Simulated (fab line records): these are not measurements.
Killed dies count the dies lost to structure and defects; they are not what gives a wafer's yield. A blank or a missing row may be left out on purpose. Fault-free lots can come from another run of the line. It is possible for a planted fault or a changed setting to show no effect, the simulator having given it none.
Split-lot experiment :: flow berkeley cmos170 :: 23 wafers read across 5 lots, on a route 331 steps long

THE SPLIT ITSELF
At UCB170_M1_SPUTTER_00 (material Al, target thk 600 nm, time 80 s), the setting power w was moved away from the recipe's 6000 W on 5 of the 23 wafers read, by +5.5% to +6.6%. The other wafers ran this setting at the recipe's value.

FROM SPLIT TO READING: 1 step shown by the file between the two
- UCB170_M1_RS_MEAS_01: measures by four-point-probe

THE READING
M1_AL_THK, in nm, at UCB170_M1_THK_MEAS_02 (measures by xrf). A value of 607 nm with a standard deviation of 9 nm is what fault-free wafers of this fab line usually give.

wafer: L075.1
tool, chamber at the split: pvd sputter-04, -
power w as run, W: 6000
against the recipe: recipe
M1_AL_THK, nm: 606
against lot-mates on the recipe: -

wafer: L075.2
tool, chamber at the split: pvd sputter-04, -
power w as run, W: 6000
against the recipe: recipe
M1_AL_THK, nm: 614
against lot-mates on the recipe: -

wafer: L075.4
tool, chamber at the split: pvd sputter-04, -
power w as run, W: 6332
against the recipe: +5.5%
M1_AL_THK, nm: 651
against lot-mates on the recipe: +41

wafer: L075.5
tool, chamber at the split: pvd sputter-04, -
power w as run, W: 6332
against the recipe: +5.5%
M1_AL_THK, nm: 629
against lot-mates on the recipe: +19

wafer: L075.6
tool, chamber at the split: pvd sputter-04, -
power w as run, W: 6000
against the recipe: recipe
M1_AL_THK, nm: 610
against lot-mates on the recipe: -

wafer: L076.1
tool, chamber at the split: pvd sputter-02, -
power w as run, W: 6394
against the recipe: +6.6%
M1_AL_THK, nm: 629
against lot-mates on the recipe: +32

wafer: L076.2
tool, chamber at the split: pvd sputter-02, -
power w as run, W: 6394
against the recipe: +6.6%
M1_AL_THK, nm: 643
against lot-mates on the recipe: +46

wafer: L076.3
tool, chamber at the split: pvd sputter-02, -
power w as run, W: 6000
against the recipe: recipe
M1_AL_THK, nm: 601
against lot-mates on the recipe: -

wafer: L076.4
tool, chamber at the split: pvd sputter-02, -
power w as run, W: 6394
against the recipe: +6.6%
M1_AL_THK, nm: 640
against lot-mates on the recipe: +44

wafer: L076.6
tool, chamber at the split: pvd sputter-02, -
power w as run, W: 6000
against the recipe: recipe
M1_AL_THK, nm: 592
against lot-mates on the recipe: -

wafer: L082.1
tool, chamber at the split: pvd sputter-02, -
power w as run, W: 6000
against the recipe: recipe
M1_AL_THK, nm: 595
against lot-mates on the recipe: -

wafer: L082.3
tool, chamber at the split: pvd sputter-02, -
power w as run, W: 6000
against the recipe: recipe
M1_AL_THK, nm: 605
against lot-mates on the recipe: -

wafer: L082.4
tool, chamber at the split: pvd sputter-02, -
power w as run, W: 6000
against the recipe: recipe
M1_AL_THK, nm: 604
against lot-mates on the recipe: -

wafer: L082.5
tool, chamber at the split: pvd sputter-02, -
power w as run, W: 6000
against the recipe: recipe
M1_AL_THK, nm: 591
against lot-mates on the recipe: -

wafer: L082.6
tool, chamber at the split: pvd sputter-02, -
power w as run, W: 6000
against the recipe: recipe
M1_AL_THK, nm: 602
against lot-mates on the recipe: -

wafer: L085.1
tool, chamber at the split: pvd sputter-03, -
power w as run, W: 6000
against the recipe: recipe
M1_AL_THK, nm: 614
against lot-mates on the recipe: -

wafer: L085.2
tool, chamber at the split: pvd sputter-03, -
power w as run, W: 6000
against the recipe: recipe
M1_AL_THK, nm: 616
against lot-mates on the recipe: -

wafer: L085.4
tool, chamber at the split: pvd sputter-03, -
power w as run, W: 6000
against the recipe: recipe
M1_AL_THK, nm: 622
against lot-mates on the recipe: -

wafer: L080.1
tool, chamber at the split: pvd sputter-02, -
power w as run, W: 6000
against the recipe: recipe
M1_AL_THK, nm: 597
against lot-mates on the recipe: -

wafer: L080.2
tool, chamber at the split: pvd sputter-02, -
power w as run, W: 6000
against the recipe: recipe
M1_AL_THK, nm: 610
against lot-mates on the recipe: -

wafer: L080.3
tool, chamber at the split: pvd sputter-02, -
power w as run, W: 6000
against the recipe: recipe
M1_AL_THK, nm: 614
against lot-mates on the recipe: -

wafer: L080.4
tool, chamber at the split: pvd sputter-02, -
power w as run, W: 6000
against the recipe: recipe
M1_AL_THK, nm: 610
against lot-mates on the recipe: -

wafer: L080.6
tool, chamber at the split: pvd sputter-02, -
power w as run, W: 6000
against the recipe: recipe
M1_AL_THK, nm: 603
against lot-mates on the recipe: -

THE FIT
A straight line over all 23 wafers: M1_AL_THK changes by +5.22 nm for each +1% of power w; r = +0.84; the points scatter about the line by 9 nm.
The same after taking each lot's own level away (the mean of its wafers on the recipe; 23 wafers): +5.97 nm for each +1%; r = +0.93; scatter 6.2 nm.
The reading moves by 39 nm for the largest change in power w, on that fit.
The lots' own levels span 596.5 to 617.3 nm, that is 2.3 times the standard deviation above.
Hence the slope depends on the lot-to-lot level, as the two fits are not the same.
Check: for one of the wafers moved furthest among these (+6.6%), held out of the fit, the line's prediction against its lot-mates is +41.1 nm. Against them it came out at +32.5 nm.

ADDITIONAL SPLITS CARRIED BY THESE WAFERS
Before the reading, these wafers also passed through other splits. Each is held against what the fit with the lots' levels taken away leaves over:
other split on the same wafers: UCB170_PSD_PEB_04 peb temp c
wafers away from the commonest value: 7
r with M1_AL_THK (lot level and that fit taken away): +0.07

other split on the same wafers: UCB170_BACKSIDE_COAT_01 spin rpm
wafers away from the commonest value: 4
r with M1_AL_THK (lot level and that fit taken away): +0.17

other split on the same wafers: UCB170_CONTACT_CVD_01 pressure mtorr
wafers away from the commonest value: 18
r with M1_AL_THK (lot level and that fit taken away): +0.00

other split on the same wafers: UCB170_CONTACT_SOFTBAKE_11 time s
wafers away from the commonest value: 4
r with M1_AL_THK (lot level and that fit taken away): +0.04

THE WHOLE CHAIN: every reading that the file lists as answering this split, in the file's order
step: UCB170_M1_SPUTTER_00
what it does: material Al, target thk 600 nm, time 80 s
reading: Al_of_M1_SPUTTER_00.thk nm (the simulator's own value, which no gauge read)
change (the file's fit): +5.9 nm for each +1% of the setting
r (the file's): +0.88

step: UCB170_M1_RS_MEAS_01
what it does: measures by four-point-probe
reading: M1_AL_RS
change (the file's fit): -0.000465 for each +1% of the setting
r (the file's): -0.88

step: UCB170_M1_THK_MEAS_02
what it does: measures by xrf
reading: M1_AL_THK
change (the file's fit): +5.89 for each +1% of the setting
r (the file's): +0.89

THE FILE'S OWN FIT
M1_AL_THK changes by +5.89 nm for each +1% of power w, r = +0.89.
